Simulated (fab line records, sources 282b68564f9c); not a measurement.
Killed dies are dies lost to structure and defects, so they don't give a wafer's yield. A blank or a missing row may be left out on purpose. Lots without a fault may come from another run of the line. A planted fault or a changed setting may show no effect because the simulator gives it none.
Split-lot experiment | flow rit_cmos | 5 lots, 23 wafers read, on a route of 202 steps

THE SPLIT
At RIT_CONTACT_DEVELOP_07 (develop time 120 s), the setting develop_time_s was moved away from the recipe's 120 s on 7 of the 23 wafers read, by -14.8% to +14.8%. The other wafers ran this setting at the recipe's value.

FROM THE SPLIT TO THE READING: what the file shows between them, 4 steps
- RIT_CONTACT_CD_MEAS_08: target cd 1000 nm
- RIT_CONTACT_HARDBAKE_10: time 60 s
- RIT_CONTACT_ETCH_11: etches SiO2 in CHF3/CF4/Ar, stops on TiSi2, target depth 480 nm, time 320 s
- RIT_CONTACT_STRIP_12: strips in O2, time 180 s

THE READING
cd_nm, in nm, at RIT_CONTACT_CD_MEAS_90 (target cd 1000 nm). Fault-free wafers of this fab line usually give 999.0 nm, standard deviation 2.1 nm.

wafer  | tool, chamber at the split | develop_time_s as run, s | against the recipe | cd_nm, nm | against lot-mates on the recipe
L077.2 | litho_track-03, 0          | 120                      | recipe             | 995.1     | -
L077.3 | litho_track-03, 0          | 120                      | recipe             | 995.2     | -
L077.4 | litho_track-03, 0          | 137.8                    | +14.8%             | 1007.1    | +11.0
L077.5 | litho_track-03, 0          | 120                      | recipe             | 997.9     | -
L077.6 | litho_track-03, 0          | 137.8                    | +14.8%             | 1007.3    | +11.2
L079.1 | litho_track-04, 0          | 120                      | recipe             | 1001.9    | -
L079.2 | litho_track-04, 0          | 120                      | recipe             | 1004.5    | -
L079.3 | litho_track-04, 0          | 120                      | recipe             | 1003.0    | -
L079.4 | litho_track-04, 0          | 120                      | recipe             | 1002.0    | -
L079.5 | litho_track-04, 0          | 120                      | recipe             | 1003.5    | -
L080.1 | litho_track-01, 0          | 120                      | recipe             | 998.2     | -
L080.2 | litho_track-01, 0          | 102.2                    | -14.8%             | 985.5     | -13.2
L080.4 | litho_track-01, 0          | 120                      | recipe             | 997.1     | -
L080.5 | litho_track-01, 0          | 120                      | recipe             | 1000.8    | -
L080.6 | litho_track-01, 0          | 102.2                    | -14.8%             | 986.7     | -12.0
L084.1 | litho_track-04, 0          | 120                      | recipe             | 998.1     | -
L084.2 | litho_track-04, 0          | 115.1                    | -4.1%              | 991.5     | -6.4
L084.3 | litho_track-04, 0          | 120                      | recipe             | 997.7     | -
L084.4 | litho_track-04, 0          | 115.1                    | -4.1%              | 991.6     | -6.3
L084.6 | litho_track-04, 0          | 115.1                    | -4.1%              | 991.9     | -6.0
L085.2 | litho_track-03, 0          | 120                      | recipe             | 999.4     | -
L085.4 | litho_track-03, 0          | 120                      | recipe             | 999.3     | -
L085.6 | litho_track-03, 0          | 120                      | recipe             | 999.3     | -

THE FIT
A straight line over all 23 wafers: cd_nm changes by +0.762 nm for each +1% of develop_time_s; r = +0.86; the points scatter about the line by 3.1 nm.
The same after taking each lot's own level away (the mean of its wafers on the recipe; 23 wafers): +0.833 nm for each +1%; r = +0.97; scatter 1.4 nm.
On that fit, the largest move of develop_time_s shifts the reading by 12 nm.
The lots' own levels span 996.07 to 1002.98 nm, that is 3.3 times the standard deviation above.
So the lot-to-lot level changes the slope little: the two slopes agree.
Check: with one of the wafers moved furthest among these (+14.8%) left out of the fit, the line predicts +12.2 nm for it against its lot-mates. It came out at +11 nm against them.

OTHER SPLITS ON THESE WAFERS
These wafers also went through other splits before the reading. Each is held against what the fit with the lots' levels taken away leaves over:
other split on the same wafers | wafers away from the commonest value | r with cd_nm (lot level and that fit taken away)
RIT_PLDD_COAT_01 spin_rpm      | 10                                   | -0.05
RIT_CONTACT_COAT_03 spin_rpm   | 10                                   | +0.62

THE WHOLE CHAIN: every reading that the file lists as answering this split, in the file's order
step                   | what it does                                                                | reading                                                        | change (the file's fit)               | r (the file's)
RIT_CONTACT_CD_MEAS_08 | target cd 1000 nm                                                           | cd_nm                                                          | +0.824 nm for each +1% of the setting | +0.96
RIT_CONTACT_ETCH_11    | etches SiO2 in CHF3/CF4/Ar, stops on TiSi2, target depth 480 nm, time 320 s | CONTACT.cd_nm (the simulator's own value, which no gauge read) | +0.827 nm for each +1% of the setting | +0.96
RIT_CONTACT_CD_MEAS_90 | target cd 1000 nm                                                           | cd_nm                                                          | +0.825 nm for each +1% of the setting | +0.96

THE FILE'S OWN FIT
cd_nm changes by +0.825 nm for each +1% of develop_time_s, r = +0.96.
